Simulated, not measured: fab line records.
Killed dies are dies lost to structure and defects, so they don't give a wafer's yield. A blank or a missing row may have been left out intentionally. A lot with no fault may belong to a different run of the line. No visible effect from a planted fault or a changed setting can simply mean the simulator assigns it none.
fab line records || flow berkeley-cmos170
record: {"lots": 15, "wafers": 45, "last-day": 13}
route steps=331 shown CONTACT@233
lots with no fault: from the same line, run without faults
start-h: the number of hours between the record's first day and the start of the first shown wafer of the lot || wait-h: how many hours have passed since the lot's step before this one || " same as the row above || L1.1+2: one row covering several wafers at once || - no value, or no start given || * or withheld: withheld || < > ~ a bound
route shown NAME@n: names a module that has steps shown in the file, with the first one's number in the route || usual: the fault-free wafers' mean and standard deviation || same: alike in all rows || chamber/n: place in a boat || sites: readings site by site || _std_site: standard deviation across them || _edge_site: mean of outer sites minus mean of inner sites || radius-mm: how far each site lies from the wafer's centre || mask NAME#n: copy n || behind: the last tool/chamber to shape the wafer || hold: why the lot was held/for how many hours/how that ended || device: names the non-switching transistor (n, p or np) || end of line: the tests these same wafers got at the end of their route || where a step has no rows: the recipe by itself || killed: dies lost to structure and defects at the first sort, not the wafer's yield || map: a wafer's dies, x killed, . not, _ none there
set.NAME: the setting as run; set.NAME@STEP: as run at that earlier step || model.NAME: the simulator's own value behind a step, which no gauge read
the route's steps for a sample of lots (tables are steps, rows are wafers)
services: the hour from which a tool's chamber was out of use, counted from the record's first day as start-h (under 0 if before that day), plus the number of hours and why
== steps ==
step: UCB170_CONTACT_ETCH_17
recipe: {"chemistry": "N2/H2", "target-depth-a": "withheld", "overetch-a": "withheld", "target": "BARC", "time-s": "withheld", "source-w": 500, "bias-w": 100, "pressure-mtorr": 30, "n2-flow-sccm": 100, "h2-flow-sccm": 200}
usual: {"drypump-motor-current-A": "5.8/0.32", "oes-product-au": "1.008/0.026", "throttle-valve-pct": "13.35/0.27"}
{"lot.wafer": "L961.3", "tool": "rie-diel-03", "chamber": 2, "start-h": 163.61, "wait-h": 0.0, "drypump-motor-current-A": 5.9, "oes-product-au": 1.012, "throttle-valve-pct": 13.71}
{"lot.wafer": "L961.4", "tool": "rie-diel-03", "chamber": 1, "start-h": 163.61, "wait-h": 0.0, "drypump-motor-current-A": 5.5, "oes-product-au": 0.965, "throttle-valve-pct": 13.07}
{"lot.wafer": "L961.6", "tool": "rie-diel-03", "chamber": 0, "start-h": 163.61, "wait-h": 0.0, "drypump-motor-current-A": 5.6, "oes-product-au": 0.972, "throttle-valve-pct": 13.35}
{"lot.wafer": "L963.1", "tool": "rie-diel-04", "chamber": 3, "start-h": 176.72, "wait-h": 0.0, "drypump-motor-current-A": 6.0, "oes-product-au": 0.997, "throttle-valve-pct": 13.52}
{"lot.wafer": "L963.2", "tool": "rie-diel-04", "chamber": 2, "start-h": 176.72, "wait-h": 0.0, "drypump-motor-current-A": 5.7, "oes-product-au": 1.051, "throttle-valve-pct": 13.41}
{"lot.wafer": "L963.3", "tool": "rie-diel-04", "chamber": 0, "start-h": 176.72, "wait-h": 0.0, "drypump-motor-current-A": 5.8, "oes-product-au": 1.004, "throttle-valve-pct": 13.75}
{"lot.wafer": "L962.1", "tool": "rie-diel-03", "chamber": 0, "start-h": 176.84, "wait-h": 0.0, "drypump-motor-current-A": 5.6, "oes-product-au": 0.961, "throttle-valve-pct": 13.36}
{"lot.wafer": "L962.3", "tool": "rie-diel-03", "chamber": 2, "start-h": 176.84, "wait-h": 0.0, "drypump-motor-current-A": 5.8, "oes-product-au": 1.014, "throttle-valve-pct": 13.72}
{"lot.wafer": "L962.5", "tool": "rie-diel-03", "chamber": 0, "start-h": 176.84, "wait-h": 0.0, "drypump-motor-current-A": 5.6, "oes-product-au": 0.971, "throttle-valve-pct": 13.36}
{"lot.wafer": "L965.1", "tool": "rie-diel-04", "chamber": 3, "start-h": 193.59, "wait-h": 0.0, "drypump-motor-current-A": 6.0, "oes-product-au": 1.001, "throttle-valve-pct": 13.52}
{"lot.wafer": "L965.2", "tool": "rie-diel-04", "chamber": 1, "start-h": 193.59, "wait-h": 0.0, "drypump-motor-current-A": 6.1, "oes-product-au": 1.022, "throttle-valve-pct": 13.07}
{"lot.wafer": "L965.4", "tool": "rie-diel-04", "chamber": 0, "start-h": 193.59, "wait-h": 0.0, "drypump-motor-current-A": 5.8, "oes-product-au": 1.007, "throttle-valve-pct": 13.76}
{"lot.wafer": "L964.2", "tool": "rie-diel-01", "chamber": 2, "start-h": 193.87, "wait-h": 0.0, "drypump-motor-current-A": 5.4, "oes-product-au": 0.982, "throttle-valve-pct": 13.05}
{"lot.wafer": "L964.3", "tool": "rie-diel-01", "chamber": 1, "start-h": 193.87, "wait-h": 0.0, "drypump-motor-current-A": 5.3, "oes-product-au": 1.033, "throttle-valve-pct": 12.99}
{"lot.wafer": "L964.5", "tool": "rie-diel-01", "chamber": 3, "start-h": 193.87, "wait-h": 0.0, "drypump-motor-current-A": 6.5, "oes-product-au": 1.013, "throttle-valve-pct": 13.35}
{"lot.wafer": "L969.1", "tool": "rie-diel-04", "chamber": 1, "start-h": 217.14, "wait-h": 0.0, "drypump-motor-current-A": 6.1, "oes-product-au": 1.025, "throttle-valve-pct": 13.07}
{"lot.wafer": "L969.4", "tool": "rie-diel-04", "chamber": 3, "start-h": 217.14, "wait-h": 0.0, "drypump-motor-current-A": 5.9, "oes-product-au": 1.011, "throttle-valve-pct": 13.53}
{"lot.wafer": "L969.6", "tool": "rie-diel-04", "chamber": 1, "start-h": 217.14, "wait-h": 0.0, "drypump-motor-current-A": 6.1, "oes-product-au": 1.035, "throttle-valve-pct": 13.08}
{"lot.wafer": "L970.1", "tool": "rie-diel-01", "chamber": 0, "start-h": 219.21, "wait-h": 0.0, "drypump-motor-current-A": 6.1, "oes-product-au": 1.041, "throttle-valve-pct": 13.67}
{"lot.wafer": "L970.4", "tool": "rie-diel-01", "chamber": 3, "start-h": 219.21, "wait-h": 0.0, "drypump-motor-current-A": 6.5, "oes-product-au": 1.014, "throttle-valve-pct": 13.36}
{"lot.wafer": "L970.6", "tool": "rie-diel-01", "chamber": 0, "start-h": 219.21, "wait-h": 0.0, "drypump-motor-current-A": 6.1, "oes-product-au": 1.035, "throttle-valve-pct": 13.66}
{"lot.wafer": "L972.3", "tool": "rie-diel-04", "chamber": 0, "start-h": 219.76, "wait-h": 0.0, "drypump-motor-current-A": 5.8, "oes-product-au": 1.360, "throttle-valve-pct": 13.75}
{"lot.wafer": "L972.4", "tool": "rie-diel-04", "chamber": 1, "start-h": 219.76, "wait-h": 0.0, "drypump-motor-current-A": 6.1, "oes-product-au": 1.392, "throttle-valve-pct": 13.10}
{"lot.wafer": "L972.6", "tool": "rie-diel-04", "chamber": 0, "start-h": 219.76, "wait-h": 0.0, "drypump-motor-current-A": 5.7, "oes-product-au": 1.365, "throttle-valve-pct": 13.78}
{"lot.wafer": "L975.3", "tool": "rie-diel-04", "chamber": 2, "start-h": 247.12, "wait-h": 0.0, "drypump-motor-current-A": 5.6, "oes-product-au": 1.394, "throttle-valve-pct": 13.39}
{"lot.wafer": "L975.5", "tool": "rie-diel-04", "chamber": 2, "start-h": 247.12, "wait-h": 0.0, "drypump-motor-current-A": 5.6, "oes-product-au": 1.383, "throttle-valve-pct": 13.42}
{"lot.wafer": "L975.6", "tool": "rie-diel-04", "chamber": 1, "start-h": 247.12, "wait-h": 0.0, "drypump-motor-current-A": 6.1, "oes-product-au": 1.388, "throttle-valve-pct": 13.10}
{"lot.wafer": "L978.1", "tool": "rie-diel-01", "chamber": 2, "start-h": 258.27, "wait-h": 0.0, "drypump-motor-current-A": 5.4, "oes-product-au": 0.992, "throttle-valve-pct": 13.05}
{"lot.wafer": "L978.4", "tool": "rie-diel-01", "chamber": 1, "start-h": 258.27, "wait-h": 0.0, "drypump-motor-current-A": 5.2, "oes-product-au": 1.054, "throttle-valve-pct": 12.99}
{"lot.wafer": "L978.6", "tool": "rie-diel-01", "chamber": 1, "start-h": 258.27, "wait-h": 0.0, "drypump-motor-current-A": 5.2, "oes-product-au": 1.038, "throttle-valve-pct": 12.99}
{"lot.wafer": "L977.1", "tool": "rie-diel-04", "chamber": 0, "start-h": 259.63, "wait-h": 0.0, "drypump-motor-current-A": 5.7, "oes-product-au": 1.356, "throttle-valve-pct": 13.76}
{"lot.wafer": "L977.2", "tool": "rie-diel-04", "chamber": 1, "start-h": 259.63, "wait-h": 0.0, "drypump-motor-current-A": 6.0, "oes-product-au": 1.372, "throttle-valve-pct": 13.09}
{"lot.wafer": "L977.5", "tool": "rie-diel-04", "chamber": 2, "start-h": 259.63, "wait-h": 0.0, "drypump-motor-current-A": 5.7, "oes-product-au": 1.389, "throttle-valve-pct": 13.41}
{"lot.wafer": "L980.1", "tool": "rie-diel-03", "chamber": 2, "start-h": 267.80, "wait-h": 0.0, "drypump-motor-current-A": 5.9, "oes-product-au": 1.020, "throttle-valve-pct": 13.73}
{"lot.wafer": "L980.3", "tool": "rie-diel-03", "chamber": 3, "start-h": 267.80, "wait-h": 0.0, "drypump-motor-current-A": 6.1, "oes-product-au": 0.986, "throttle-valve-pct": 13.11}
{"lot.wafer": "L980.4", "tool": "rie-diel-03", "chamber": 0, "start-h": 267.80, "wait-h": 0.0, "drypump-motor-current-A": 5.6, "oes-product-au": 0.972, "throttle-valve-pct": 13.35}
{"lot.wafer": "L984.1", "tool": "rie-diel-03", "chamber": 3, "start-h": 282.58, "wait-h": 0.0, "drypump-motor-current-A": 6.1, "oes-product-au": 0.988, "throttle-valve-pct": 13.12}
{"lot.wafer": "L984.3", "tool": "rie-diel-03", "chamber": 0, "start-h": 282.58, "wait-h": 0.0, "drypump-motor-current-A": 5.6, "oes-product-au": 0.958, "throttle-valve-pct": 13.36}
{"lot.wafer": "L984.6", "tool": "rie-diel-03", "chamber": 2, "start-h": 282.58, "wait-h": 0.0, "drypump-motor-current-A": 5.9, "oes-product-au": 1.014, "throttle-valve-pct": 13.72}
{"lot.wafer": "L982.1", "tool": "rie-diel-03", "chamber": 0, "start-h": 284.33, "wait-h": 0.0, "drypump-motor-current-A": 5.6, "oes-product-au": 0.946, "throttle-valve-pct": 13.36}
{"lot.wafer": "L982.4", "tool": "rie-diel-03", "chamber": 3, "start-h": 284.33, "wait-h": 0.0, "drypump-motor-current-A": 6.1, "oes-product-au": 0.987, "throttle-valve-pct": 13.10}
{"lot.wafer": "L982.6", "tool": "rie-diel-03", "chamber": 0, "start-h": 284.33, "wait-h": 0.0, "drypump-motor-current-A": 5.6, "oes-product-au": 0.960, "throttle-valve-pct": 13.37}
{"lot.wafer": "L981.2", "tool": "rie-diel-01", "chamber": 2, "start-h": 284.33, "wait-h": 0.0, "drypump-motor-current-A": 5.4, "oes-product-au": 0.990, "throttle-valve-pct": 13.04}
{"lot.wafer": "L981.3", "tool": "rie-diel-01", "chamber": 1, "start-h": 284.33, "wait-h": 0.0, "drypump-motor-current-A": 5.3, "oes-product-au": 1.033, "throttle-valve-pct": 12.99}
{"lot.wafer": "L981.5", "tool": "rie-diel-01", "chamber": 1, "start-h": 284.33, "wait-h": 0.0, "drypump-motor-current-A": 5.3, "oes-product-au": 1.039, "throttle-valve-pct": 13.00}
step: UCB170_CONTACT_CD_MEAS_90
recipe: {"target-cd-nm": 700}
usual: {"cd-nm": "699.8/1.6"}
{"lot.wafer": "L961.3", "tool": "cd-sem-02", "chamber": "-", "start-h": 163.92, "wait-h": 0.1, "cd-nm": 701.5}
{"lot.wafer": "L961.4", "tool": "cd-sem-02", "chamber": "-", "start-h": 163.92, "wait-h": 0.1, "cd-nm": 701.6}
{"lot.wafer": "L961.6", "tool": "cd-sem-02", "chamber": "-", "start-h": 163.92, "wait-h": 0.1, "cd-nm": 701.8}
{"lot.wafer": "L963.1", "tool": "cd-sem-01", "chamber": "-", "start-h": 176.99, "wait-h": 0.1, "cd-nm": 700.5}
{"lot.wafer": "L963.2", "tool": "cd-sem-01", "chamber": "-", "start-h": 176.99, "wait-h": 0.1, "cd-nm": 699.9}
{"lot.wafer": "L963.3", "tool": "cd-sem-01", "chamber": "-", "start-h": 176.99, "wait-h": 0.1, "cd-nm": 696.9}
{"lot.wafer": "L962.1", "tool": "cd-sem-02", "chamber": "-", "start-h": 177.11, "wait-h": 0.1, "cd-nm": 698.8}
{"lot.wafer": "L962.3", "tool": "cd-sem-02", "chamber": "-", "start-h": 177.11, "wait-h": 0.1, "cd-nm": 699.2}
{"lot.wafer": "L962.5", "tool": "cd-sem-02", "chamber": "-", "start-h": 177.11, "wait-h": 0.1, "cd-nm": 698.0}
{"lot.wafer": "L965.1", "tool": "cd-sem-01", "chamber": "-", "start-h": 193.86, "wait-h": 0.1, "cd-nm": 701.4}
{"lot.wafer": "L965.2", "tool": "cd-sem-01", "chamber": "-", "start-h": 193.86, "wait-h": 0.1, "cd-nm": 702.6}
{"lot.wafer": "L965.4", "tool": "cd-sem-01", "chamber": "-", "start-h": 193.86, "wait-h": 0.1, "cd-nm": 700.2}
{"lot.wafer": "L964.2", "tool": "cd-sem-02", "chamber": "-", "start-h": 194.16, "wait-h": 0.1, "cd-nm": 698.8}
{"lot.wafer": "L964.3", "tool": "cd-sem-02", "chamber": "-", "start-h": 194.16, "wait-h": 0.1, "cd-nm": 698.1}
{"lot.wafer": "L964.5", "tool": "cd-sem-02", "chamber": "-", "start-h": 194.16, "wait-h": 0.1, "cd-nm": 700.2}
{"lot.wafer": "L969.1", "tool": "cd-sem-02", "chamber": "-", "start-h": 217.40, "wait-h": 0.1, "cd-nm": 702.1}
{"lot.wafer": "L969.4", "tool": "cd-sem-02", "chamber": "-", "start-h": 217.40, "wait-h": 0.1, "cd-nm": 700.5}
{"lot.wafer": "L969.6", "tool": "cd-sem-02", "chamber": "-", "start-h": 217.40, "wait-h": 0.1, "cd-nm": 700.5}
{"lot.wafer": "L970.1", "tool": "cd-sem-02", "chamber": "-", "start-h": 219.48, "wait-h": 0.1, "cd-nm": 702.1}
{"lot.wafer": "L970.4", "tool": "cd-sem-02", "chamber": "-", "start-h": 219.48, "wait-h": 0.1, "cd-nm": 700.5}
{"lot.wafer": "L970.6", "tool": "cd-sem-02", "chamber": "-", "start-h": 219.48, "wait-h": 0.1, "cd-nm": 703.5}
{"lot.wafer": "L972.3", "tool": "cd-sem-02", "chamber": "-", "start-h": 220.07, "wait-h": 0.1, "cd-nm": 705.1}
{"lot.wafer": "L972.4", "tool": "cd-sem-02", "chamber": "-", "start-h": 220.07, "wait-h": 0.1, "cd-nm": 703.9}
{"lot.wafer": "L972.6", "tool": "cd-sem-02", "chamber": "-", "start-h": 220.07, "wait-h": 0.1, "cd-nm": 704.6}
{"lot.wafer": "L975.3", "tool": "cd-sem-01", "chamber": "-", "start-h": 247.42, "wait-h": 0.1, "cd-nm": 706.5}
{"lot.wafer": "L975.5", "tool": "cd-sem-01", "chamber": "-", "start-h": 247.42, "wait-h": 0.1, "cd-nm": 705.0}
{"lot.wafer": "L975.6", "tool": "cd-sem-01", "chamber": "-", "start-h": 247.42, "wait-h": 0.1, "cd-nm": 704.1}
{"lot.wafer": "L978.1", "tool": "cd-sem-01", "chamber": "-", "start-h": 258.54, "wait-h": 0.1, "cd-nm": 698.4}
{"lot.wafer": "L978.4", "tool": "cd-sem-01", "chamber": "-", "start-h": 258.54, "wait-h": 0.1, "cd-nm": 700.9}
{"lot.wafer": "L978.6", "tool": "cd-sem-01", "chamber": "-", "start-h": 258.54, "wait-h": 0.1, "cd-nm": 699.5}
{"lot.wafer": "L977.1", "tool": "cd-sem-02", "chamber": "-", "start-h": 259.89, "wait-h": 0.1, "cd-nm": 706.1}
{"lot.wafer": "L977.2", "tool": "cd-sem-02", "chamber": "-", "start-h": 259.89, "wait-h": 0.1, "cd-nm": 708.9}
{"lot.wafer": "L977.5", "tool": "cd-sem-02", "chamber": "-", "start-h": 259.89, "wait-h": 0.1, "cd-nm": 708.1}
{"lot.wafer": "L980.1", "tool": "cd-sem-01", "chamber": "-", "start-h": 268.06, "wait-h": 0.1, "cd-nm": 701.4}
{"lot.wafer": "L980.3", "tool": "cd-sem-01", "chamber": "-", "start-h": 268.06, "wait-h": 0.1, "cd-nm": 700.6}
{"lot.wafer": "L980.4", "tool": "cd-sem-01", "chamber": "-", "start-h": 268.06, "wait-h": 0.1, "cd-nm": 702.8}
{"lot.wafer": "L984.1", "tool": "cd-sem-01", "chamber": "-", "start-h": 282.84, "wait-h": 0.1, "cd-nm": 700.2}
{"lot.wafer": "L984.3", "tool": "cd-sem-01", "chamber": "-", "start-h": 282.84, "wait-h": 0.1, "cd-nm": 701.3}
{"lot.wafer": "L984.6", "tool": "cd-sem-01", "chamber": "-", "start-h": 282.84, "wait-h": 0.1, "cd-nm": 701.0}
{"lot.wafer": "L982.1", "tool": "cd-sem-01", "chamber": "-", "start-h": 284.59, "wait-h": 0.1, "cd-nm": 699.8}
{"lot.wafer": "L982.4", "tool": "cd-sem-01", "chamber": "-", "start-h": 284.59, "wait-h": 0.1, "cd-nm": 698.3}
{"lot.wafer": "L982.6", "tool": "cd-sem-01", "chamber": "-", "start-h": 284.59, "wait-h": 0.1, "cd-nm": 699.6}
{"lot.wafer": "L981.2", "tool": "cd-sem-02", "chamber": "-", "start-h": 284.61, "wait-h": 0.1, "cd-nm": 701.4}
{"lot.wafer": "L981.3", "tool": "cd-sem-02", "chamber": "-", "start-h": 284.61, "wait-h": 0.1, "cd-nm": 702.4}
{"lot.wafer": "L981.5", "tool": "cd-sem-02", "chamber": "-", "start-h": 284.61, "wait-h": 0.1, "cd-nm": 699.1}
== services ==
{"tool": "rie-diel-04", "chamber": "-", "start-h": 139.99, "hours": 2.1, "kind": "repair"}
{"tool": "rie-diel-01", "chamber": 1, "start-h": 141.27, "hours": 11.0, "kind": "repair"}
{"tool": "rie-diel-03", "chamber": 1, "start-h": 154.58, "hours": 2.1, "kind": "repair"}
{"tool": "rie-diel-03", "chamber": 3, "start-h": 171.37, "hours": 2.0, "kind": "repair"}
{"tool": "rie-diel-01", "chamber": 0, "start-h": 186.26, "hours": 4.0, "kind": "repair"}
{"tool": "rie-diel-04", "chamber": 2, "start-h": 228.82, "hours": 8.6, "kind": "repair"}
{"tool": "rie-diel-01", "chamber": 0, "start-h": 229.22, "hours": 4.3, "kind": "repair"}
{"tool": "rie-diel-03", "chamber": 0, "start-h": 238.91, "hours": 2.3, "kind": "repair"}
== key ==
first-sign: {"step": "UCB170_CONTACT_ETCH_17", "reading": "oes-product-au", "direction": "up", "sigmas": 14, "usual": 1.008, "struck": 1.378}
effect: {"step": "UCB170_CONTACT_CD_MEAS_90", "reading": "cd-nm", "direction": "up", "sigmas": 3.7, "usual": 699.8, "struck": 705.8}
met-at UCB170_CONTACT_ETCH_17
struck-lots L972,L975,L977
tester-left-out L972,L975,L977
onset-between 217.14 219.76
fault: {"kind": "process-parameter-drift", "tool": "rie-diel-04", "chamber": "-", "onset-h": 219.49, "steps": "UCB170_CONTACT_ETCH_17", "channel": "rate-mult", "offset": 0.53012, "shape": "step", "end-h": 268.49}
tester-left-out: of these lots the tester's yield and bins aren't shown, on N5 and GAA mostly nor the transistor test; their killed dies are dies lost to structure and defects alone, not to doping, threshold or leakage, so they don't give the yield
